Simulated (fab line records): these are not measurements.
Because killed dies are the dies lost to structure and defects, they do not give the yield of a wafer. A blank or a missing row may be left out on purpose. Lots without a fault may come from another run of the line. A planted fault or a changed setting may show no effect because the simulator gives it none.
Split-lot trial | flow berkeley_cmos170 | 27 wafers read across 5 lots, on a route 331 steps long

== THE SPLIT ==
At UCB170_M3_METAL_ETCH_18 (etches Al in Cl2/BCl3, stops on SiO2, target depth 1170 nm, time 195 s), the setting time_s was moved away from the recipe's 195 s on 12 of the 27 wafers read, by -43.5% to -15.0%. All remaining wafers had this setting at the recipe value.

== FROM THE SPLIT TO THE READING: what the file shows between them, 1 step ==
- UCB170_M3_STRIP_19: strips in O2

== THE READING ==
Shown in nm: cd_nm at UCB170_M3_CD_MEAS_90, with target cd 700 nm. Fault-free wafers of this fab line usually give 700 nm, standard deviation 4 nm.

wafer  | tool, chamber at the split | time_s as run, s | against the recipe | cd_nm, nm | against lot-mates on the recipe
L079.1 | rie_metal-01, 1            | 195              | recipe             | 703       | -
L079.2 | rie_metal-01, 0            | 195              | recipe             | 696       | -
L079.3 | rie_metal-01, 1            | 195              | recipe             | 704       | -
L079.4 | rie_metal-01, 0            | 110.1            | -43.5%             | 719       | +18
L079.5 | rie_metal-01, 0            | 110.1            | -43.5%             | 720       | +19
L079.6 | rie_metal-01, 1            | 110.1            | -43.5%             | 721       | +20
L078.1 | rie_metal-04, 0            | 140.9            | -27.7%             | 712       | +8
L078.2 | rie_metal-04, 1            | 195              | recipe             | 705       | -
L078.3 | rie_metal-04, 1            | 140.9            | -27.7%             | 715       | +11
L078.4 | rie_metal-04, 0            | 195              | recipe             | 703       | -
L078.5 | rie_metal-04, 1            | 195              | recipe             | 703       | -
L078.6 | rie_metal-04, 0            | 140.9            | -27.7%             | 712       | +8
L077.1 | rie_metal-02, 0            | 195              | recipe             | 703       | -
L077.2 | rie_metal-02, 1            | 195              | recipe             | 700       | -
L077.3 | rie_metal-02, 0            | 165.7            | -15.0%             | 707       | +5
L077.4 | rie_metal-02, 1            | 165.7            | -15.0%             | 703       | +1
L077.5 | rie_metal-02, 0            | 195              | recipe             | 702       | -
L077.6 | rie_metal-02, 1            | 165.7            | -15.0%             | 704       | +2
L084.1 | rie_metal-01, 0            | 142.8            | -26.8%             | 711       | +8
L084.2 | rie_metal-01, 1            | 142.8            | -26.8%             | 717       | +14
L084.3 | rie_metal-01, 1            | 195              | recipe             | 707       | -
L084.4 | rie_metal-01, 0            | 195              | recipe             | 698       | -
L084.5 | rie_metal-01, 1            | 195              | recipe             | 705       | -
L084.6 | rie_metal-01, 0            | 142.8            | -26.8%             | 709       | +6
L083.4 | rie_metal-02, 0            | 195              | recipe             | 703       | -
L083.5 | rie_metal-02, 0            | 195              | recipe             | 704       | -
L083.6 | rie_metal-02, 1            | 195              | recipe             | 692       | -

THE FIT
A straight line over all 27 wafers: cd_nm changes by -0.405 nm for each +1% of time_s; r = -0.89; the points scatter about the line by 3.4 nm.
The same after taking each lot's own level away (the mean of its wafers on the recipe; 27 wafers): -0.396 nm for each +1%; r = -0.89; scatter 3.3 nm.
According to that fit, moving time_s by its largest amount changes the reading by 17 nm.
The lots' own levels span 699.7 to 703.7 nm, that is 1.0 times the standard deviation above.
So the lot-to-lot level changes the slope little: the two slopes agree.
Check: with one of the wafers moved furthest among these (-43.5%) left out of the fit, the line predicts +16.5 nm for it against its lot-mates. It came out at +18 nm against them.
Tool readings at the split's step, against how far the setting was moved: oes_product_au r = -0.94.

== FURTHER SPLITS ON THESE WAFERS ==
Other splits were also applied to these wafers ahead of the reading. Each is held against what the fit with the lots' levels taken away leaves over:
other split on the same wafers | wafers away from the commonest value | r with cd_nm (lot level and that fit taken away)
UCB170_M1_SPUTTER_00 time_s    | 12                                   | -0.18
UCB170_V2_ETCH_14 time_s       | 9                                    | +0.13

== THE WHOLE CHAIN: every reading that the file lists as answering this split, in the file's order ==
step                    | what it does                                                           | reading                                                                   | change (the file's fit)                   | r (the file's)
UCB170_M3_METAL_ETCH_18 | etches Al in Cl2/BCl3, stops on SiO2, target depth 1170 nm, time 195 s | oes_product_au                                                            | -0.00441 a.u. for each +1% of the setting | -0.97
UCB170_M3_METAL_ETCH_18 | etches Al in Cl2/BCl3, stops on SiO2, target depth 1170 nm, time 195 s | KrF_of_M3_COAT_10.thk_nm (the simulator's own value, which no gauge read) | -6.84 nm for each +1% of the setting      | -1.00
UCB170_M3_METAL_ETCH_18 | etches Al in Cl2/BCl3, stops on SiO2, target depth 1170 nm, time 195 s | M3.feature_depth_nm (the simulator's own value, which no gauge read)      | +5.24 nm for each +1% of the setting      | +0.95
UCB170_M3_METAL_ETCH_18 | etches Al in Cl2/BCl3, stops on SiO2, target depth 1170 nm, time 195 s | etch.depth_nm (the simulator's own value, which no gauge read)            | +4.05 nm for each +1% of the setting      | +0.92
UCB170_M3_STRIP_19      | strips in O2                                                           | oes_product_au                                                            | -0.00549 a.u. for each +1% of the setting | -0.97
UCB170_M3_CD_MEAS_90    | target cd 700 nm                                                       | cd_nm                                                                     | -0.38 nm for each +1% of the setting      | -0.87

== FILE'S OWN FIT ==
cd_nm changes by -0.38 nm for each +1% of time_s, r = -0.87.
